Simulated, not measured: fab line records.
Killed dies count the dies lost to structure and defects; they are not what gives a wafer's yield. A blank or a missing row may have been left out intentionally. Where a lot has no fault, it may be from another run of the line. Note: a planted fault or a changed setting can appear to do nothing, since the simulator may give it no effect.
8D (eight disciplines) problem report, filled in by code -- flow rit-cmos -- the parts of the form that need people (team, actions taken, sign-off) are left out

1. WHAT WENT WRONG
CONTACT_TEOS_THK at RIT_CONTACT_THK_MEAS_01 reads a mean of 300 nm on 2 wafers of 2 lots; wafers without a fault read 398 nm with a standard deviation of 5.2. That is -19 standard deviations from the usual mean.
The first sign was on wafer L552.6 at day 5 19:27, on film-metro-02. The record has a number at this step for 42 wafers belonging to 14 lots. The rule behind "out" and "out of limits": a value lying over 4 standard deviations away from the usual mean. Any other wafer with a number is counted as sound.

2. WHAT IT IS; WHAT IT IS NOT
question,is,is not
which readings at this step,CONTACT_TEOS_THK,-
which lots,"L552, L555","L540, L542, L543, L544, L545, L546, L547, L553, L557, L559, L560, L562"
which wafers of those lots,"L552.6, L555.3","L552.2, L552.3, L555.4, L555.6"
read on which gauges,film-metro-02,"film-metro-03, film-metro-04"
when,from day 5 19:27,"up to then (23 sound wafers); but 17 sound wafers of L553, L555, L557, L559, L560, L562 came after"

3. THE SUSPECTS, EACH WITH WHAT RULES IT OUT
Counting: any tool at a process step up to the reading remains a suspect provided it ran every lot that is out. Sound lots after the first of them don't rule it out here, since some wafers of a struck lot are sound.
- the gauge at RIT_CONTACT_THK_MEAS_01: kept. All the wafers that are out were read on film-metro-02, and no step on other tools shows them out.
- pecvd-04 at RIT_CONTACT_CVD_00 (deposits SiO2 from TEOS, target thk 400 nm, time 61 s): kept. Every lot that is out went through it, the first being L552 (day 5 19:23); the last sound lot it ran before that was L546 (day 4 13:43).
- pecvd-04, RIT_CONTACT_CVD_00: wafers that are out in chamber 1, sound lot-mates in chambers 0, 2.
The count leaves film-metro-02 at RIT_CONTACT_THK_MEAS_01 and pecvd-04 at RIT_CONTACT_CVD_00.

4. THE CAUSE (what the simulator had put in)
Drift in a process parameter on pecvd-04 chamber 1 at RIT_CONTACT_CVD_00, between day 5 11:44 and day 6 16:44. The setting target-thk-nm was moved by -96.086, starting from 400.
Counting leaves 2 suspects; this tool is one of them.

5. SEQUENCE OF EFFECTS, ordered by route
Each row: a reading where the mean over the struck wafers with a number is more than 3 standard deviations away from the usual. Readings are gone through only where the record gives a usual standard deviation; hours: the median, over the lots, of the time from a lot's start at the first step in this table giving one to that lot's start at this step; sigmas: the change measured in usual standard deviations.
hours,step,reading,usual,on struck wafers,change,sigmas
0,RIT_CONTACT_THK_MEAS_01,CONTACT_TEOS_THK,398 nm,300,-98,-19

6. WHAT WOULD HAVE CAUGHT IT SOONER
8 hours passed between the start of the fault at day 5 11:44 and the first reading out of limits at a measuring or inspecting step in this record, taken at day 5 19:27.
Tool readings at RIT_CONTACT_CVD_00 with a usual standard deviation given in the record: none out on any struck wafer, hence no alarm at a limit of 4 standard deviations on them.
Lots out: 2; of these, L555 started RIT_CONTACT_CVD_00 on pecvd-04 after day 5 19:27. Putting the tool on hold at that point would have spared it.
